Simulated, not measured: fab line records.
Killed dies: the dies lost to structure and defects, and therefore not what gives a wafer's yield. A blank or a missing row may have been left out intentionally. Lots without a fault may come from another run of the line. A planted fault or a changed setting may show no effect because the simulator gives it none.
What tool caused it? + flow ritCmos + 21 wafers from 7 lots sampled at 3 of the route's 202 steps

== WHAT EACH GAUGE READ, for each wafer ==
RIT_NLDD_OVL_MEAS_06.
| lot  | measured    | on         | NLDD_OVL (nm) |
|------|-------------|------------|---------------|
| L429 | day 3 04:06 | overlay-02 | 1.1 0.8 1.9   |
| L432 | day 3 18:32 | overlay-02 | - - -         |
| L437 | day 4 19:08 | overlay-02 | 1.1 1.3 3.7   |
| L440 | day 5 16:07 | overlay-02 | -0.7 0.1 -0.4 |
| L442 | day 5 19:32 | overlay-02 | 1.5 -0.3 -0.8 |
| L445 | day 6 12:45 | overlay-02 | -1.0 1.5 0.4  |
| L449 | day 7 07:46 | overlay-01 | 3.1 0.8 1.2   |

== TOOL THAT RAN EACH LOT (tool first, then ch and the chambers of the sampled wafers, then the start) ==
| lot  | RIT_NWELL_STRIP_09                 | RIT_NLDD_COAT_01                |
|------|------------------------------------|---------------------------------|
| L429 | plasmaAsher-01 ch 0,1, day 2 08:28 | lithoTrack-04 ch 0, day 3 03:25 |
| L432 | plasmaAsher-03 ch 0,1, day 2 21:49 | lithoTrack-04, day 3 17:50      |
| L437 | plasmaAsher-04 ch 0,1, day 3 22:45 | lithoTrack-01 ch 0, day 4 18:18 |
| L440 | plasmaAsher-03 ch 0,1, day 4 15:05 | lithoTrack-04 ch 0, day 5 15:18 |
| L442 | plasmaAsher-03 ch 0,1, day 4 23:40 | lithoTrack-01 ch 0, day 5 18:50 |
| L445 | plasmaAsher-03 ch 0,1, day 5 17:18 | lithoTrack-03 ch 0, day 6 12:05 |
| L449 | plasmaAsher-04 ch 0,1, day 6 11:23 | lithoTrack-01 ch 0, day 7 06:58 |
- RIT_NWELL_STRIP_09: strips in O2, time 180 s.
- RIT_NLDD_COAT_01: resist thk 1000 nm.

== THE ANSWER, worked out from the rows above alone ==
Rule: usual is defined by the lots themselves. The widest of any qualifying gaps counts: lots, ordered by their means at a reading, are off when they make up no more than a third of the lots, leave a main group of 4 or more, and stand apart from it by 3 or more times the standard deviation of that group's means. If all means in a main group match to the digits the tables above print for the reading, that group is not used. A lot without any number at a reading at which 4 lots or more have one is off too. All remaining lots with rows at the step are treated as sound.
Off: L432, at RIT_NLDD_OVL_MEAS_06 (NLDD_OVL). Without a number there: L432. For the main group the mean is 0.8 nm and the standard deviation 0.87.
A tool fits if, at a process step before that reading, it ran every lot that is off, and no sound lot after the first of them. Gauges at RIT_NLDD_OVL_MEAS_06: tried the same way as those tools. Not one of the candidates tried fits.

== WHAT THE SIMULATOR PUT IN ==
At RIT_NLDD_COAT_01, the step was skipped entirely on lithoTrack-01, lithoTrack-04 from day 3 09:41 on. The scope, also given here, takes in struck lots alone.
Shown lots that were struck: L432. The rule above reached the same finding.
